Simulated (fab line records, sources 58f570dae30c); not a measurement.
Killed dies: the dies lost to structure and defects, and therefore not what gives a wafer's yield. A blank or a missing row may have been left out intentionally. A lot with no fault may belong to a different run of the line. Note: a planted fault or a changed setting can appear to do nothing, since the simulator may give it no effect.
Comparing a struck lot with a sound one -- flow berkeley-cmos170 -- 15 out of 331 route steps
Sound: these wafers, L647.2, L647.4, L647.5. Struck: wafer L636.2 (L636.4, L636.5, from the same lot, were not struck and are left out); the cause is given at the end.
For every step that has rows: the tool of each side, followed by ch and its chambers, followed by its first start. Under that, the readings that differ: sound wafers -- struck wafers -- difference of the means -- sigmas: that difference in standard deviations of wafers without a fault.
alike: words and numbers the same on both sides, and readings whose means are apart by under 2 such deviations; not compared: readings that were withheld, readings missing a value for some wafer, numbers with overlapping values and no deviation given by the record, and bounds like >300 which may hide the same value.
Wherever a step has rows on one side only, a row that says differs or no value, or a row with sigmas, the two part there. Numbers that have no deviation but don't overlap get no sigmas and don't part them. Lack of a reading on every wafer of one side parts them only where that side has two or more wafers.

first, 2 steps without rows for these wafers: UCB170_M3_COAT_05 (resist thk 900 nm); UCB170_M3_SOFTBAKE_06 (time 60 s).
UCB170_M3_STRIP_07: strips in O2.
  sound on plasma-asher-01 ch 0,1, day 11 18:28; struck on plasma-asher-04 ch 0, day 8 20:19
reading,sound,struck,difference,sigmas
drypump-motor-current-A (A),5.3 5.8 5.4,6.2,+0.7,+2
  alike: oes-product-au, strip-time-to-endpoint-s
  not compared: rf-hours-counter-h
then, 7 steps without rows for these wafers: UCB170_M3_STRIP_08 (strips KrF in DMSO, time 600 s); UCB170_M3_COAT_09; UCB170_M3_COAT_10 (resist thk 900 nm); UCB170_M3_SOFTBAKE_11 (time 60 s); UCB170_M3_EXPOSE_12 (exposes mask METAL3, target cd 700 nm); UCB170_M3_PEB_13; UCB170_M3_DEVELOP_14 (develop time 45 s).
UCB170_M3_CD_MEAS_15 targets a cd of 700 nm.
  sound: cd-sem-02 at day 11 20:36; struck: cd-sem-01 at day 8 21:55
  alike: cd-nm
UCB170_M3_OVL_MEAS_16:
  sound: overlay-01 at day 11 20:43; struck: overlay-02 at day 8 22:01
  alike: M3_OVL
UCB170_M3_ETCH_17: etches BARC in N2/H2.
  sound on rie-diel-04 ch 1,2, day 11 20:44; struck on rie-diel-01 ch 2, day 8 22:02
reading,sound,struck,difference,sigmas
chamber-pressure-mTorr (mTorr),29.999 29.981 29.970,14.992,-14.991,-99 or more
drypump-motor-current-A (A),5.0 5.4 5.0,6.8,+1.7,+3
oes-product-au (a.u.),1.01 1.03 1.02,1.12,+0.10,+3
  alike: throttle-valve-pct
UCB170_M3_METAL_ETCH_18: etches Al in Cl2/BCl3, stops on SiO2, target depth 1170 nm, time 195 s.
  sound on rie-metal-01 ch 0,1, day 11 20:47; struck on rie-metal-02 ch 1, day 8 22:05
  alike: chamber-pressure-mTorr, drypump-motor-current-A, oes-product-au, throttle-valve-pct
  not compared: rf-hours-counter-h
after that, 1 step had no rows for these wafers: UCB170_M3_PROBE_99.

== WHERE THEY PART ==
Last at UCB170_M3_ETCH_17 as far as this record goes, first at UCB170_M3_STRIP_07. Later steps at which nothing parts them and some readings are alike: UCB170_M3_METAL_ETCH_18.

WHY: what had been put in by the simulator
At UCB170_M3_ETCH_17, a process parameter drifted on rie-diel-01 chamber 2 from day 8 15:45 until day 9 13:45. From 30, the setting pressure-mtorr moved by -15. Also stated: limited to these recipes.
